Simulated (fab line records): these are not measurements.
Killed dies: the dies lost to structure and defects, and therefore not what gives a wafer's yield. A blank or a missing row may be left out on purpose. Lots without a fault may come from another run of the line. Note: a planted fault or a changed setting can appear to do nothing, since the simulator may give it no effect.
8D (eight disciplines) problem report, filled in by code :: flow rit cmos :: the parts of the form that need people (team, actions taken, sign-off) are left out

1. THE PROBLEM
killed at front end at RIT_M1_PROBE_99 reads a mean of 169.8 on 6 wafers of 2 lots; wafers without a fault read 6.7 with a standard deviation of 2.6. That is +63 standard deviations from the usual mean.
Earliest sighting: wafer L350.2 on prober-01 at day 6 13:51. The record has a number at this step for 15 wafers belonging to 5 lots. By rule, "out" or "out of limits" means more than 4 standard deviations away from the usual mean. The other wafers with a number count as sound.

2. WHAT IT IS, AND WHAT IT ISN'T
question: which readings at this step
is: killed at front end, killed dies, killed on rim
is not: killed at contacts, killed open, killed short

question: which lots
is: L350, L358
is not: L344, L347, L352

question: which wafers of those lots
is: all that have a number
is not: -

question: read on which tools
is: prober-01
is not: prober-02

question: when
is: from day 6 13:51
is not: up to then (6 sound wafers); but 3 sound wafers of L352 came after

3. WHAT RULES OUT EACH SUSPECT
Counting: a tool at a process step up to the reading stays a suspect if it ran every lot that is out and no sound lot after the first of them.
- furnace-04 at RIT_FOX2_OXIDATION_00 (target thk 350.7 nm, ox time 1130 s): kept. It ran every lot that is out, first L350 (day 4 19:48), and no sound lot after that.
- prober-01 at RIT_M1_PROBE_99: ruled out as a lasting fault. Following L350 (day 6 13:51), the first lot on it that is out, the sound lots L352 were run on it.
The count leaves furnace-04 at RIT_FOX2_OXIDATION_00.

4. THE CAUSE (what the simulator had put in)
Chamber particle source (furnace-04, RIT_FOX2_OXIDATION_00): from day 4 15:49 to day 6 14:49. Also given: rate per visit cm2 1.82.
After counting, this tool was the only one left.

5. SEQUENCE OF EFFECTS, ordered by route
One row per reading whose mean, taken over the struck wafers that have a number, lies over 3 standard deviations from the usual. Scope: only readings with a usual standard deviation given in the record; hours: median across lots of the time from each lot's start at the first step in this table that gives one to its start at this step; sigmas: change in usual standard deviations.
hours: 0
step: RIT_M1_PROBE_99
reading: killed at front end
usual: 6.7
on struck wafers: 169.8
change: +163.1
sigmas: +63

hours: 0
step: RIT_M1_PROBE_99
reading: killed dies
usual: 6.8
on struck wafers: 169.8
change: +163.0
sigmas: +63

hours: 0
step: RIT_M1_PROBE_99
reading: killed on rim
usual: 1.9
on struck wafers: 45.5
change: +43.6
sigmas: +34
Its process steps:
- RIT_M1_PROBE_99

6. HOW IT WOULD HAVE BEEN CAUGHT EARLIER
The fault began at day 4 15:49; the first out-of-limits reading in this record came at day 6 13:51, 46 hours later.
An alarm limit of 4 standard deviations would not have fired on the tool readings at RIT_FOX2_OXIDATION_00 for which the record gives a usual standard deviation, since none of them was out on any struck wafer.
Lots out: 2; all had begun RIT_FOX2_OXIDATION_00 on furnace-04 by day 6 13:51. Had the tool been put on hold then, not one of them would have been saved.
